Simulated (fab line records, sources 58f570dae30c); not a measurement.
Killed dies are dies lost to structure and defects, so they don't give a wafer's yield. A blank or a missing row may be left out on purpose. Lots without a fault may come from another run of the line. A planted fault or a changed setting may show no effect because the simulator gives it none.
A struck lot beside a sound one | flow berkeley_cmos170 | 17 steps out of a route of 331
Sound: wafers L977.2, L977.5, L977.6. Struck: wafers L988.3, L988.4, L988.5. The cause comes at the end.
At each step with rows: each side's tool, then ch and its chambers, then its first start. Under that, the readings that differ: sound wafers | struck wafers | difference of the means | sigmas: that difference in standard deviations of wafers without a fault.
alike: readings whose means differ by less than 2 such deviations, and words and numbers that are the same on both sides. not compared: withheld readings, readings that some wafer has no value for, bounds like >300 that may hide the same value, and numbers for which the record gives no deviation and whose values overlap.
The two part at a step that has a row with sigmas, a row that says differs or no value, or rows on one side only. Numbers that don't overlap but have no deviation are shown without sigmas and don't part them. A reading that every wafer of one side lacks parts them only if that side has two wafers or more.

first, 5 steps without rows for these wafers: UCB170_NLDD_COAT_01 (resist thk 900 nm); UCB170_NLDD_SOFTBAKE_02 (time 60 s); UCB170_NLDD_EXPOSE_03 (exposes mask NSELECT, target cd 1200 nm); UCB170_NLDD_PEB_04; UCB170_NLDD_DEVELOP_05 (develop time 45 s).
UCB170_NLDD_CD_MEAS_06: target cd 1200 nm.
  sound on cd_sem-01, day 8 00:03; struck on cd_sem-02, day 10 09:40
  alike: cd_nm
UCB170_NLDD_OVL_MEAS_07:
  sound on overlay-01, day 8 00:10; struck on overlay-02, day 10 09:45
  alike: NLDD_OVL
then, 2 steps without rows for these wafers: UCB170_NLDD_IMPLANT_08; UCB170_NLDD_IMPLANT_09.
UCB170_NLDD_STRIP_10: strips in O2.
  sound on plasma_asher-01 ch 0,1, day 8 00:29; struck on plasma_asher-04 ch 0,1, day 10 10:07
  reading                      | sound             | struck            | difference | sigmas
  strip_time_to_endpoint_s (s) | 21.48 21.54 21.58 | 21.70 21.71 21.76 | +0.19      | +3
  alike: drypump_motor_current_A, oes_product_au
  not compared: rf_hours_counter_h
UCB170_NLDD_TW_MEAS_11:
  sound on film_metro-02, day 8 00:36; struck on film_metro-03, day 10 10:12
  reading | sound          | struck         | difference | sigmas
  NLDD_TW | 2185 2179 2191 | 2222 2249 2258 | +58        | +2
then, 1 step without rows for these wafers: UCB170_NLDD_CLEAN_12 (cleans in SPM, time 600 s).
UCB170_SPACER_CVD_00: deposits SiO2 from TEOS/O2, target thk 376 nm, time 47 s.
  sound on pecvd-01 ch 0,2, day 8 00:50; struck on pecvd-01 ch 0,1, day 10 11:25
  reading                                 | sound             | struck            | difference | sigmas
  model.SiO2_of_SPACER_CVD_00.thk_nm (nm) | 373.3 380.5 382.8 | 357.8 362.7 362.5 | -17.9      |
  alike: heater_power_w, susceptor_temp_C
UCB170_SPACER_THK_MEAS_01:
  sound on film_metro-01, day 8 00:53; struck on film_metro-01, day 10 11:44
  reading              | sound       | struck      | difference | sigmas
  SPACER_TEOS_THK (nm) | 373 381 383 | 358 363 363 | -18        | -3
  not compared: hold
UCB170_SPACER_ETCHBACK_03: etches SiO2 in CHF3/CF4/Ar, stops on Si, target depth 376 nm, time 100 s.
  sound on rie_diel-01 ch 0,1,3, day 8 07:51; struck on rie_diel-03 ch 0,2,3, day 10 15:48
  reading                  | sound             | struck            | difference | sigmas
  model.etch.depth_nm (nm) | 373.3 380.5 382.8 | 357.8 362.7 362.5 | -17.9      |
  alike: CHF3_flow_sccm, drypump_motor_current_A, mfc_ar_sccm, oes_product_au, throttle_valve_pct
  not compared: rf_hours_counter_h
then, 1 step without rows for these wafers: UCB170_PSD_HMDS_00 (prime time 60 s).
UCB170_M3_PROBE_99:
  the record has rows for the sound wafers here (prober-02, day 9 08:43) and none for the struck ones

WHERE THEY PART
First at UCB170_NLDD_STRIP_10; last, within this record, at UCB170_M3_PROBE_99.

WHY: what the simulator had put in
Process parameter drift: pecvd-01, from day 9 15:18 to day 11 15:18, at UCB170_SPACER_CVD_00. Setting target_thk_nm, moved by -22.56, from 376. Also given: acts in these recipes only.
